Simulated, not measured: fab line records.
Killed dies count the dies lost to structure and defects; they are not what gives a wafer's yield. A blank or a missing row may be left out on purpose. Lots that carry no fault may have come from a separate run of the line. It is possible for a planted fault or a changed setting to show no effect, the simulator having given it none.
The tool behind it: which one? / flow ritCmos / 7 lots, 21 wafers sampled, at 2 steps of a route of 202

## WHAT THE GAUGES SHOWED, per wafer
RIT_PWELL_TW_MEAS_10.
lot=L494; measured=day 2 10:43; on=filmMetro-03; PWELL_TW=30 30 30
lot=L496; measured=day 2 22:47; on=filmMetro-01; PWELL_TW=30 30 30
lot=L498; measured=day 3 09:24; on=filmMetro-04; PWELL_TW=955 960 958
lot=L506; measured=day 4 22:23; on=filmMetro-01; PWELL_TW=949 954 950
lot=L509; measured=day 5 15:37; on=filmMetro-01; PWELL_TW=953 952 957
lot=L511; measured=day 6 01:02; on=filmMetro-03; PWELL_TW=967 969 966
lot=L514; measured=day 6 15:28; on=filmMetro-01; PWELL_TW=951 947 942

## WHICH TOOL RAN EACH LOT (tool, then ch and the chambers of the sampled wafers, then the start)
lot=L494; RIT_NWELL_STRIP_09=plasmaAsher-04 ch 0, day 2 08:52
lot=L496; RIT_NWELL_STRIP_09=plasmaAsher-02 ch 0, day 2 20:55
lot=L498; RIT_NWELL_STRIP_09=plasmaAsher-02 ch 1, day 3 07:39
lot=L506; RIT_NWELL_STRIP_09=plasmaAsher-04 ch 0,1, day 4 20:40
lot=L509; RIT_NWELL_STRIP_09=plasmaAsher-02 ch 0,1, day 5 13:55
lot=L511; RIT_NWELL_STRIP_09=plasmaAsher-04 ch 0,1, day 5 23:14
lot=L514; RIT_NWELL_STRIP_09=plasmaAsher-04 ch 0,1, day 6 13:46
- RIT_NWELL_STRIP_09: strips in O2, time 180 s.

## THE ANSWER, worked out from the rows above alone
Rule: the usual values come from the lots themselves. Put in order of their means at a reading, lots are off if they are a third of the lots or fewer, leave a main group of 4 or more, and stand apart from it by a gap of 3 or more times the standard deviation of the main group's means; of several such gaps the widest counts. A main group is skipped when, at the precision printed for the reading in the tables above, its means are all equal. A lot without any number at a reading at which 4 lots or more have one is off too. Where the step has rows for the other lots, those lots are counted as sound.
Off: L494, L496, at RIT_PWELL_TW_MEAS_10 (PWELL_TW). The main group: mean 955, standard deviation 7.
If a tool, at a process step before that reading, ran all the lots that are off and no sound lot after the first of them, it fits. The gauges at RIT_PWELL_TW_MEAS_10 are tried like those tools. None of those tried fits.

## WHAT THE SIMULATOR HAD PUT IN
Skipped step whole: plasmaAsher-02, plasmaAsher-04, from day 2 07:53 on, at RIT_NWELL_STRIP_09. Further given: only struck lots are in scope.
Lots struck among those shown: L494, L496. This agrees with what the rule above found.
